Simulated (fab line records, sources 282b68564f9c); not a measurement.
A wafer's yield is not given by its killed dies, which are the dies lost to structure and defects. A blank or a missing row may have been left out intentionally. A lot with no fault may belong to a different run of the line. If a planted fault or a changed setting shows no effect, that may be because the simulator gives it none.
Which of the tools did it? | flow rit cmos | 14 lots, 42 wafers sampled, at 1 step of a route of 202

== WHAT EACH GAUGE READ, for each wafer ==
Not one reading of a measure or inspect step in the record can be checked against a usual standard deviation.

== EACH LOT AND THE TOOL THAT RAN IT (in order: tool; ch and the chambers of the sampled wafers; start) ==
lot  | RIT_PSD_DEVELOP_05
L810 | litho track-01 ch 0, day 3 01:00
L812 | litho track-01 ch 0, day 3 10:00
L815 | litho track-03 ch 0, day 4 05:00
L817 | litho track-01 ch 0, day 4 12:00
L819 | litho track-01 ch 0, day 4 22:00
L821 | litho track-01 ch 0, day 5 08:00
L822 | litho track-02 ch 0, day 5 12:00
L824 | litho track-03, day 6 00:00
L825 | litho track-01, day 6 02:00
L827 | litho track-01 ch 0, day 6 16:00
L829 | litho track-02 ch 0, day 6 22:00
L831 | litho track-02 ch 0, day 7 08:00
L832 | litho track-03 ch 0, day 7 15:00
L833 | litho track-01 ch 0, day 7 20:00
- RIT_PSD_DEVELOP_05: develop time 50 s.

== WHAT THE TOOLS THEMSELVES READ (means of the sampled wafers that have a number; where no wafer has one, the mark that the record gives instead) ==
RIT_PSD_DEVELOP_05. Usual: chill plate temp C reads 23.00 C (standard deviation 0.1).
lot  | tool           | chill plate temp C (C) | flag
L810 | litho track-01 | 23.07                  |
L812 | litho track-01 | 23.05                  |
L815 | litho track-03 | 23.10                  |
L817 | litho track-01 | 23.08                  |
L819 | litho track-01 | 22.88                  |
L821 | litho track-01 | 23.00                  |
L822 | litho track-02 | 23.00                  |
L824 | litho track-03 | -                      | OFF
L825 | litho track-01 | -                      | OFF
L827 | litho track-01 | 22.99                  |
L829 | litho track-02 | 22.94                  |
L831 | litho track-02 | 22.91                  |
L832 | litho track-03 | 22.94                  |
L833 | litho track-01 | 22.97                  |

== THE ANSWER, worked out from the rows above alone ==
Rule: a lot is off if the mean of its wafers that have a number lies more than 3 standard deviations from the usual mean. Also off: a lot with no number at a reading for which 4 or more lots have one. Where the step has rows for the other lots, those lots are counted as sound. First the gauges in route order, then the tools' own readings, where a lot's mean is used as printed above. The first step at which some lot is off is used, and at that step the reading that is off furthest; a lot without a number counts as furthest.
Off: L824, L825 (RIT_PSD_DEVELOP_05, chill plate temp C). Without a number there: L824, L825.
A tool fits if, at that step or a process step before it, it ran every lot that is off, and no sound lot after the first of them. None of those tried fits.

== WHAT WAS PUT IN BY THE SIMULATOR ==
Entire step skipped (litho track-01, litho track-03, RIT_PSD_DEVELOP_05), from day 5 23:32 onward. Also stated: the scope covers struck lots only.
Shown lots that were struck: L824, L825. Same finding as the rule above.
